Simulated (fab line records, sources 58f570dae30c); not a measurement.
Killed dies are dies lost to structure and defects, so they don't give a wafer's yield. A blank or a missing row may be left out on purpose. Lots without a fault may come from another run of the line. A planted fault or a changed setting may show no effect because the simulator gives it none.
Chamber matching | flow berkeley_cmos170 | UCB170_V2_CMP_02 on cmp-01: 4 sister chambers
The step polishes SiO2. 18 wafers are shown with their chamber, then 9 later ones without.

WAFERS WITH THEIR CHAMBER
wafer  | chamber | motor_current_A (A)
L777.1 | 1       | 13.6
L777.2 | 3       | 17.0
L777.5 | 0       | 15.2
L781.3 | 3       | 16.9
L781.5 | 3       | 16.2
L781.6 | 2       | 20.2
L782.1 | 2       | 19.6
L782.3 | 3       | 17.4
L782.6 | 2       | 20.1
L784.1 | 1       | 13.8
L784.4 | 0       | 15.2
L784.5 | 0       | 15.2
L783.1 | 3       | 16.9
L783.3 | 0       | 14.6
L783.5 | 3       | 17.9
L786.3 | 0       | 15.3
L786.4 | 2       | 20.9
L786.6 | 1       | 13.9

SIGNATURES (means of the wafers above)
reading         | chamber 0 | chamber 1 | chamber 2 | chamber 3 | scatter within a chamber
motor_current_A | 15.100    | 13.767    | 20.200    | 17.050    | 0.451
Rule: a wafer's distance from a chamber is the root of the sum, over the readings, of the square of ((its reading less the chamber's mean) divided by the reading's scatter). The wafer belongs to the nearest chamber; if the next one is less than 2 further off, it can't be placed. The scatter: the root of (the sum of the squares of (reading less its chamber's mean) over the shown wafers, divided by (wafers less chambers)).

WAFERS WITHOUT THEIR CHAMBER
wafer  | motor_current_A (A)
L789.1 | 17.7
L789.4 | 14.3
L789.5 | 16.8
L790.2 | 15.4
L790.3 | 18.0
L790.5 | 17.0
L797.2 | 13.0
L797.5 | 16.3
L797.6 | 17.8

WHICH CHAMBER EACH WENT THROUGH
wafer  | from the rows above     | in truth
L789.1 | 3                       | 3
L789.4 | can't be placed: 1 or 0 | 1
L789.5 | 3                       | 3
L790.2 | 0                       | 0
L790.3 | 3                       | 3
L790.5 | 3                       | 3
L797.2 | 1                       | 1
L797.5 | can't be placed: 3 or 0 | 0
L797.6 | 3                       | 3
Placed correctly: 7 of 9. Can't be placed from these rows: 2 (the true chamber is among the candidates in 2). Placed wrongly: 0.
